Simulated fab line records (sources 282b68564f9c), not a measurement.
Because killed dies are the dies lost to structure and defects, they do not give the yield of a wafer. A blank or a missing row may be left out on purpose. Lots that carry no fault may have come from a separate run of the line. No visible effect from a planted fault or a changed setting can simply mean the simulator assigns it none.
The tool behind it: which one?    flow ritCmos    14 lots, 42 wafers sampled, at 1 step of a route of 202

## WHAT THE GAUGES READ, wafer by wafer
No reading from a measuring or inspecting step in the record can be judged against a usual standard deviation.

## WHAT TOOL EACH LOT RAN ON (gives the tool, then ch and the chambers of the sampled wafers, and finally the start)
lot   RIT_GATE_ETCH_19
L844  rieSi-02 ch 0,2,3, day 3 05:13
L845  rieSi-01 ch 0,1,2, day 3 09:20
L846  rieSi-02 ch 0,1,3, day 3 17:04
L847  rieSi-01 ch 0,2,3, day 3 20:23
L848  rieSi-02 ch 1,2,3, day 4 05:19
L849  rieSi-01 ch 1,3, day 4 07:18
L850  rieSi-02 ch 0,2,3, day 4 12:15
L851  rieSi-01 ch 1,2,3, day 4 15:26
L852  rieSi-02 ch 1,2,3, day 4 19:55
L853  rieSi-01 ch 0,1, day 5 00:02
L857  rieSi-01 ch 0,1,3, day 5 20:19
L858  rieSi-02 ch 1,2,3, day 6 01:40
L860  rieSi-02 ch 1,2,3, day 6 12:32
L861  rieSi-01 ch 0,1,2, day 6 17:45
- RIT_GATE_ETCH_19: etches poly-Si in SF6/CHF3/O2, stops on SiO2, time 165 s, target depth 312.5 nm.

## AS READ BY THE TOOLS THEMSELVES (means over the sampled wafers that have a number; for cases with no such wafer, the mark the record gives instead)
RIT_GATE_ETCH_19.
lot   tool      chamberPressureMTorr (mTorr)  drypumpMotorCurrentA (A)  oesProductAu (a.u.)  runLengthS (s)  throttleValvePct (%)
L844  rieSi-02  40.00                         5.2                       0.835                193.5           10.26
L845  rieSi-01  40.01                         6.0                       0.860                193.3           10.20
L846  rieSi-02  40.00                         5.3                       0.840                193.4           10.33
L847  rieSi-01  40.00                         6.0                       0.861                193.2           10.22
L848  rieSi-02  39.99                         5.4                       0.841                193.2           10.36
L849  rieSi-01  40.04                         5.8                       0.851                192.9           10.23
L850  rieSi-02  39.97                         5.2                       0.846                193.3           10.26
L851  rieSi-01  39.97                         5.8                       0.856                193.0           10.29
L852  rieSi-02  39.99                         5.4                       0.843                193.2           10.36
L853  rieSi-01  40.00                         6.0                       0.856                193.3           10.14
L857  rieSi-01  39.99                         6.0                       0.858                193.2           10.17
L858  rieSi-02  39.99                         5.4                       0.902                179.3           10.36
L860  rieSi-02  39.96                         5.4                       0.895                179.5           10.36
L861  rieSi-01  39.99                         6.0                       0.867                193.2           10.21

## THE ANSWER, worked out from the rows above alone
Rule: the usual values come from the lots themselves. Put in order of their means at a reading, lots are off if they are a third of the lots or fewer, leave a main group of 4 or more, and stand apart from it by a gap of 3 or more times the standard deviation of the main group's means; of several such gaps the widest counts. Not used: any main group whose means are identical at the precision the tables above print for the reading. Also off: a lot with no number at a reading for which 4 or more lots have one. All remaining lots with rows at the step are treated as sound. After the gauges, taken in route order, come the tools' own readings; for these a lot's mean is taken, as printed above. The first step at which some lot is off is used, and at that step the reading that is off furthest; a lot without a number counts as furthest.
Off at RIT_GATE_ETCH_19 (runLengthS): L858, L860. For the main group the mean is 193.2 s and the standard deviation 0.15.
A tool fits if, at that step or a process step before it, it ran every lot that is off, and no sound lot after the first of them. One fits: rieSi-02 at RIT_GATE_ETCH_19. Its last sound lot is L852 (day 4 19:55), its first lot that is off L858 (day 6 01:40): a fault that began between those two fits.
The tool's own readings at RIT_GATE_ETCH_19 bear it out: on the lots that are off they differ by more than 5 times the standard deviation of the sound lots' means. runLengthS reads 179.4 s there against 193.2 s on the sound lots.

## WHAT THE SIMULATOR PUT IN
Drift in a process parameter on rieSi-02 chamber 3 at RIT_GATE_ETCH_19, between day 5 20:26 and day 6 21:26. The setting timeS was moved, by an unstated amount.
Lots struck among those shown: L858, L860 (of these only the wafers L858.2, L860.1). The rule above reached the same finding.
